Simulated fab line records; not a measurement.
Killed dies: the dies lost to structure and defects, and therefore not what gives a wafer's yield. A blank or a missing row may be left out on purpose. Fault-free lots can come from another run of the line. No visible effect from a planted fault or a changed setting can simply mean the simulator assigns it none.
Which of the tools did it? || flow berkeley cmos170 || 15 lots with 45 wafers sampled at 3 steps, on a route of 331 steps

== WHAT THE GAUGES SHOWED, per wafer ==
UCB170_SDANNEAL_RS_MEAS_03: measurement is done with a four-point probe.
{"lot": "L468", "measured": "day 6 19:37", "on": "film metro-04", "NSD_RS (ohm/sq)": "37.24 37.40 37.30"}
{"lot": "L469", "measured": "day 6 18:54", "on": "film metro-03", "NSD_RS (ohm/sq)": "37.27 37.29 37.36"}
{"lot": "L470", "measured": "day 6 19:48", "on": "film metro-03", "NSD_RS (ohm/sq)": "37.19 37.22 37.19"}
{"lot": "L471", "measured": "day 7 07:26", "on": "film metro-04", "NSD_RS (ohm/sq)": "37.30 37.23 37.33"}
{"lot": "L472", "measured": "day 7 07:38", "on": "film metro-03", "NSD_RS (ohm/sq)": "37.38 37.51 37.37"}
{"lot": "L473", "measured": "day 7 17:10", "on": "film metro-03", "NSD_RS (ohm/sq)": "37.19 37.23 37.25"}
{"lot": "L475", "measured": "day 8 13:22", "on": "film metro-04", "NSD_RS (ohm/sq)": "37.25 37.23 37.26"}
{"lot": "L476", "measured": "day 8 14:00", "on": "film metro-02", "NSD_RS (ohm/sq)": "37.25 37.26 37.26"}
{"lot": "L479", "measured": "day 8 15:52", "on": "film metro-02", "NSD_RS (ohm/sq)": "37.29 37.38 37.20"}
{"lot": "L481", "measured": "day 9 18:58", "on": "film metro-02", "NSD_RS (ohm/sq)": "- - -"}
{"lot": "L482", "measured": "day 9 13:39", "on": "film metro-03", "NSD_RS (ohm/sq)": "- - -"}
{"lot": "L483", "measured": "day 9 19:35", "on": "film metro-04", "NSD_RS (ohm/sq)": "- - -"}
{"lot": "L488", "measured": "day 10 19:02", "on": "film metro-03", "NSD_RS (ohm/sq)": "37.26 37.33 37.26"}
{"lot": "L489", "measured": "day 11 05:36", "on": "film metro-03", "NSD_RS (ohm/sq)": "37.37 37.40 37.19"}
{"lot": "L490", "measured": "day 11 05:00", "on": "film metro-03", "NSD_RS (ohm/sq)": "37.11 37.20 37.20"}

== TOOL THAT RAN EACH LOT (tool first, then ch and the chambers of the sampled wafers, then the start) ==
{"lot": "L468", "UCB170_PWELL_ETCH_14": "rie diel-02 ch 1,2, day 2 22:12", "UCB170_NSD_IMPLANT_08": "implanter-04 ch 0, day 6 18:01"}
{"lot": "L469", "UCB170_PWELL_ETCH_14": "rie diel-02 ch 0,1,3, day 3 05:25", "UCB170_NSD_IMPLANT_08": "implanter-02 ch 0, day 6 17:18"}
{"lot": "L470", "UCB170_PWELL_ETCH_14": "rie diel-02 ch 1,2, day 3 09:19", "UCB170_NSD_IMPLANT_08": "implanter-02 ch 0, day 6 18:07"}
{"lot": "L471", "UCB170_PWELL_ETCH_14": "rie diel-03 ch 1,2,3, day 3 13:42", "UCB170_NSD_IMPLANT_08": "implanter-04 ch 0, day 7 05:50"}
{"lot": "L472", "UCB170_PWELL_ETCH_14": "rie diel-01 ch 1,2,3, day 3 18:53", "UCB170_NSD_IMPLANT_08": "implanter-03 ch 0, day 7 06:05"}
{"lot": "L473", "UCB170_PWELL_ETCH_14": "rie diel-01 ch 0,1,2, day 4 00:13", "UCB170_NSD_IMPLANT_08": "implanter-04 ch 0, day 7 15:41"}
{"lot": "L475", "UCB170_PWELL_ETCH_14": "rie diel-01 ch 0,2,3, day 4 14:07", "UCB170_NSD_IMPLANT_08": "implanter-02 ch 0, day 8 11:16"}
{"lot": "L476", "UCB170_PWELL_ETCH_14": "rie diel-03 ch 2,3, day 4 18:16", "UCB170_NSD_IMPLANT_08": "implanter-03 ch 0, day 8 12:25"}
{"lot": "L479", "UCB170_PWELL_ETCH_14": "rie diel-03 ch 1,2,3, day 5 05:48", "UCB170_NSD_IMPLANT_08": "implanter-02 ch 0, day 8 14:02"}
{"lot": "L481", "UCB170_PWELL_ETCH_14": "rie diel-02 ch 1,2,3, day 5 20:50", "UCB170_NSD_IMPLANT_08": "implanter-02 ch 0, day 9 16:59"}
{"lot": "L482", "UCB170_PWELL_ETCH_14": "rie diel-03 ch 2,3, day 5 20:55", "UCB170_NSD_IMPLANT_08": "implanter-02 ch 0, day 9 12:12"}
{"lot": "L483", "UCB170_PWELL_ETCH_14": "rie diel-01 ch 1,3, day 6 03:15", "UCB170_NSD_IMPLANT_08": "implanter-02 ch 0, day 9 17:49"}
{"lot": "L488", "UCB170_PWELL_ETCH_14": "rie diel-02 ch 0,1,3, day 7 04:16", "UCB170_NSD_IMPLANT_08": "implanter-04 ch 0, day 10 15:26"}
{"lot": "L489", "UCB170_PWELL_ETCH_14": "rie diel-02 ch 2,3, day 7 08:46", "UCB170_NSD_IMPLANT_08": "implanter-04 ch 0, day 11 03:58"}
{"lot": "L490", "UCB170_PWELL_ETCH_14": "rie diel-01 ch 0,1,2, day 7 09:01", "UCB170_NSD_IMPLANT_08": "implanter-04 ch 0, day 11 03:16"}
- UCB170_PWELL_ETCH_14: etches Si3N4 in CH3F/Ar/O2, stops on SiO2, target depth 242 nm, time 151 s.
- UCB170_NSD_IMPLANT_08

== WHAT THE TOOLS THEMSELVES READ (means of the sampled wafers that have a number; where no wafer has one, the mark that the record gives instead) ==
UCB170_PWELL_ETCH_14.
{"lot": "L468", "tool": "rie diel-02", "drypump motor current A (A)": 5.3, "oes product au (a.u.)": 0.938, "throttle valve pct (%)": 8.00}
{"lot": "L469", "tool": "rie diel-02", "drypump motor current A (A)": 5.7, "oes product au (a.u.)": 0.948, "throttle valve pct (%)": 8.15}
{"lot": "L470", "tool": "rie diel-02", "drypump motor current A (A)": 5.3, "oes product au (a.u.)": 0.944, "throttle valve pct (%)": 8.00}
{"lot": "L471", "tool": "rie diel-03", "drypump motor current A (A)": 5.3, "oes product au (a.u.)": 0.935, "throttle valve pct (%)": 7.98}
{"lot": "L472", "tool": "rie diel-01", "drypump motor current A (A)": 5.8, "oes product au (a.u.)": 0.926, "throttle valve pct (%)": 8.14}
{"lot": "L473", "tool": "rie diel-01", "drypump motor current A (A)": 5.3, "oes product au (a.u.)": 0.928, "throttle valve pct (%)": 8.11}
{"lot": "L475", "tool": "rie diel-01", "drypump motor current A (A)": 5.6, "oes product au (a.u.)": 0.934, "throttle valve pct (%)": 8.05}
{"lot": "L476", "tool": "rie diel-03", "drypump motor current A (A)": 5.1, "oes product au (a.u.)": 0.948, "throttle valve pct (%)": 8.04}
{"lot": "L479", "tool": "rie diel-03", "drypump motor current A (A)": 5.2, "oes product au (a.u.)": 0.938, "throttle valve pct (%)": 7.98}
{"lot": "L481", "tool": "rie diel-02", "drypump motor current A (A)": 5.5, "oes product au (a.u.)": 0.935, "throttle valve pct (%)": 8.01}
{"lot": "L482", "tool": "rie diel-03", "drypump motor current A (A)": 5.3, "oes product au (a.u.)": 0.941, "throttle valve pct (%)": 8.06}
{"lot": "L483", "tool": "rie diel-01", "drypump motor current A (A)": 6.0, "oes product au (a.u.)": 0.925, "throttle valve pct (%)": 8.13}
{"lot": "L488", "tool": "rie diel-02", "drypump motor current A (A)": 5.7, "oes product au (a.u.)": 0.937, "throttle valve pct (%)": 8.14}
{"lot": "L489", "tool": "rie diel-02", "drypump motor current A (A)": 5.5, "oes product au (a.u.)": 0.926, "throttle valve pct (%)": 7.96}
{"lot": "L490", "tool": "rie diel-01", "drypump motor current A (A)": 5.2, "oes product au (a.u.)": 0.915, "throttle valve pct (%)": 8.11}

UCB170_NSD_IMPLANT_08.
{"lot": "L468", "tool": "implanter-04", "dose ions cm2": 3.001e+15, "tilt deg (degrees)": 7.022}
{"lot": "L469", "tool": "implanter-02", "dose ions cm2": 3.005e+15, "tilt deg (degrees)": 6.996}
{"lot": "L470", "tool": "implanter-02", "dose ions cm2": 3.003e+15, "tilt deg (degrees)": 7.002}
{"lot": "L471", "tool": "implanter-04", "dose ions cm2": 2.999e+15, "tilt deg (degrees)": 7.007}
{"lot": "L472", "tool": "implanter-03", "dose ions cm2": 2.998e+15, "tilt deg (degrees)": 6.980}
{"lot": "L473", "tool": "implanter-04", "dose ions cm2": 3.000e+15, "tilt deg (degrees)": 6.995}
{"lot": "L475", "tool": "implanter-02", "dose ions cm2": 3.001e+15, "tilt deg (degrees)": 6.993}
{"lot": "L476", "tool": "implanter-03", "dose ions cm2": 3.001e+15, "tilt deg (degrees)": 6.984}
{"lot": "L479", "tool": "implanter-02", "dose ions cm2": 3.001e+15, "tilt deg (degrees)": 7.011}
{"lot": "L481", "tool": "implanter-02", "dose ions cm2": 2.996e+15, "tilt deg (degrees)": 5.579}
{"lot": "L482", "tool": "implanter-02", "dose ions cm2": 3.005e+15, "tilt deg (degrees)": 5.569}
{"lot": "L483", "tool": "implanter-02", "dose ions cm2": 3.001e+15, "tilt deg (degrees)": 5.597}
{"lot": "L488", "tool": "implanter-04", "dose ions cm2": 3.001e+15, "tilt deg (degrees)": 6.999}
{"lot": "L489", "tool": "implanter-04", "dose ions cm2": 2.997e+15, "tilt deg (degrees)": 7.003}
{"lot": "L490", "tool": "implanter-04", "dose ions cm2": 3.004e+15, "tilt deg (degrees)": 6.990}

== THE ANSWER, worked out from the rows above alone ==
Rule: what is usual is taken from the lots themselves. The widest of any qualifying gaps counts: lots, ordered by their means at a reading, are off when they make up no more than a third of the lots, leave a main group of 4 or more, and stand apart from it by 3 or more times the standard deviation of that group's means. The tables above print the reading to a certain number of digits; a main group whose means all agree to those digits is not used. Also off: a lot with no number at a reading for which 4 or more lots have one. The other lots that the step has rows for count as sound. First the gauges in route order, then the tools' own readings, where a lot's mean is used as printed above. The first step at which some lot is off is used, and at that step the reading that is off furthest; a lot without a number counts as furthest.
Off: L481, L482, L483, at UCB170_SDANNEAL_RS_MEAS_03 (NSD_RS). Without a number there: L481, L482, L483. The main group: mean 37.28 ohm/sq, standard deviation 0.062.
If a tool, at a process step before that reading, ran all the lots that are off and no sound lot after the first of them, it fits. The gauges at UCB170_SDANNEAL_RS_MEAS_03 aren't tried: what is off there is off at UCB170_NSD_IMPLANT_08 too, on other tools, and a gauge's error can't cause that. One fits: implanter-02 at UCB170_NSD_IMPLANT_08. A fault onset in the window from L479 (day 8 14:02, its last sound lot) to L482 (day 9 12:12, its first lot off) fits.
The tool's own readings at UCB170_NSD_IMPLANT_08 bear it out: on the lots that are off they differ by more than 5 times the standard deviation of the sound lots' means. tilt deg reads 5.582 degrees there against 6.998 degrees on the sound lots.

== WHAT HAD BEEN PUT IN BY THE SIMULATOR ==
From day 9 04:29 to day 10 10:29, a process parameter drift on implanter-02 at UCB170_NSD_IMPLANT_08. From 7, the setting tilt deg moved by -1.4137. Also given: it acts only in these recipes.
Lots struck among those shown: L482, L481, L483. The same result came from the rule above.
